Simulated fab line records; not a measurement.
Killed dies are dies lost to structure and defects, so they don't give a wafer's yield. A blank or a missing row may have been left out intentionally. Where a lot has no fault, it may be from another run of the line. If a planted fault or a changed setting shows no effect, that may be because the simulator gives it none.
Code-filled problem report in 8D (eight disciplines) form	flow ritCmos	the parts of the form that need people (team, actions taken, sign-off) are left out

1. PROBLEM STATEMENT
Mean of heaterPowerTotalW at RIT_NRETRO_SOFTBAKE_02: 33.32 W across 6 wafers in 2 lots; on wafers with no fault it is 34.56 W (standard deviation 0.053). Measured from the usual mean, that is -23 standard deviations.
The step: time 60 s.
Seen first at day 4 22:39 on lithoTrack-01, wafer L182.1. The record has a number at this step for 18 wafers belonging to 6 lots. Rule for "out" (also "out of limits"): further than 4 standard deviations from the usual mean. All remaining wafers that have a number are taken as sound.

2. WHAT IT IS AND WHAT IT IS NOT
question	is	is not
which readings at this step	heaterPowerTotalW, plateTempC	-
which lots	L182, L184	L169, L177, L189, L192
which wafers of those lots	all that have a number	-
read on which tools	lithoTrack-01	lithoTrack-02, lithoTrack-04
when	from day 4 22:39	up to then (6 sound wafers); but 6 sound wafers of L189, L192 came after

3. WHAT RULES OUT EACH SUSPECT
Counting: a tool stays on the suspect list if, at a process step up to the reading, it processed all lots that are out and no sound lot following the first of them.
- lithoTrack-01 at RIT_NRETRO_SOFTBAKE_02 (time 60 s): kept. All lots that are out passed through it, beginning with L182 at day 4 22:39, and no sound lot followed; its final sound lot before that point was L177 at day 3 20:51. Its own heaterPowerTotalW, plateTempC readings are out on those wafers.
Remaining after the count: lithoTrack-01 at RIT_NRETRO_SOFTBAKE_02.

4. THE CAUSE (what the simulator had put in)
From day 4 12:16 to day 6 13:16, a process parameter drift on lithoTrack-01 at RIT_NRETRO_SOFTBAKE_02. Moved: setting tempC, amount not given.
After counting, this tool was the only one left.

5. SEQUENCE OF EFFECTS, ordered by route
Each row: a reading where the mean over the struck wafers with a number is more than 3 standard deviations away from the usual. Only readings whose record carries a usual standard deviation are examined. hours: median over the lots of the time between each lot's start at the first step of this table that gives one and its start at this step. sigmas: the change, counted in usual standard deviations.
hours	step	reading	usual	on struck wafers	change	sigmas
0	RIT_NRETRO_SOFTBAKE_02	heaterPowerTotalW	34.56 W	33.32	-1.24	-23
0	RIT_NRETRO_SOFTBAKE_02	plateTempC	90.01 C	87.65	-2.36	-21
Its process steps:
- RIT_NRETRO_SOFTBAKE_02: time 60 s.
At these later measuring or inspecting steps, every struck wafer for which the step has a row has a number for every such reading, and none has moved that far: RIT_NRETRO_OVL_MEAS_06.

6. WHAT WOULD HAVE CAUGHT IT SOONER
First out-of-limits reading in this record: day 4 22:39, which is 10 hours after fault onset at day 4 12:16.
